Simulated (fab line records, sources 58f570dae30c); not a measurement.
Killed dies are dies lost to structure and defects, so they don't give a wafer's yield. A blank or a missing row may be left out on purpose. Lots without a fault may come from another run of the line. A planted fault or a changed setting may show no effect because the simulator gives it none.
One fault seen from 2 desks | flow berkeley_cmos170 | each desk has only its own numbers; what lay behind them comes last

THE METROLOGY DESK
What the gauges read, lot by lot, whatever tool the lot ran on: means of the sampled wafers that have a number. A lot is out of limits, marked OUT, if its mean lies more than 4 standard deviations from the usual mean; the brackets give that distance.
Columns: A = NLDD_TW at UCB170_NLDD_TW_MEAS_11, usual 2238
lot  | first seen here | A
L477 | day 5 14:50     | 2263
L478 | day 6 12:52     | 2254
L480 | day 6 23:52     | 2195
L482 | day 7 00:23     | 2271
L483 | day 7 13:38     | 2273
L485 | day 8 01:46     | 2266
L487 | day 8 14:45     | 2273
L491 | day 9 01:19     | 2262
L492 | day 9 07:31     | 2189
L493 | day 9 20:23     | 2253
L494 | day 10 03:23    | 2258
L495 | day 10 11:38    | 2196
L497 | day 10 17:00    | 2194
L500 | day 11 01:23    | 2190
This desk's finding: nothing out of limits on any of the 14 lots.

THE TOOL OWNER'S DESK: litho_track-03
The tool's own readings at UCB170_BACKSIDE_COAT_01 (resist thk 900 nm): means of the sampled wafers that have a number, for each lot that ran on this tool. A lot is out of limits, marked OUT, if its mean lies more than 4 standard deviations from the usual mean; the brackets give that distance.
Columns: A = spin_speed_rpm at UCB170_BACKSIDE_COAT_01, usual 1500.0 rpm
lot  | first seen here | A
L478 | day 6 22:04     | 1500.5
L482 | day 7 07:18     | 1500.0
L483 | day 7 23:46     | 1499.1
L487 | day 9 00:49     | 1231.0 (-99 or more) OUT
L491 | day 9 13:28     | 1230.6 (-99 or more) OUT
This desk's finding: out of limits on L487, L491; first on L487, day 9 00:49 (spin_speed_rpm at UCB170_BACKSIDE_COAT_01). In limits: L478, L482, L483.

PUT TOGETHER
The tool owner's desk could have raised an alarm at day 9 00:49, on L487, L491.
The metrology desk saw nothing out of limits.
The metrology desk has L487, L491 on record, within its limits.
Of the lots named, all ran UCB170_BACKSIDE_COAT_01 on litho_track-03.

WHAT THE SIMULATOR HAD PUT IN
Process parameter drift: litho_track-03, from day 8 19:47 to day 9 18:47, at UCB170_BACKSIDE_COAT_01. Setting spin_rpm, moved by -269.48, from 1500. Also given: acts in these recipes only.
Lots struck among those shown: L487, L491.
Hours from the fault's start to each desk's first reading out of limits: the tool owner's desk, 5.
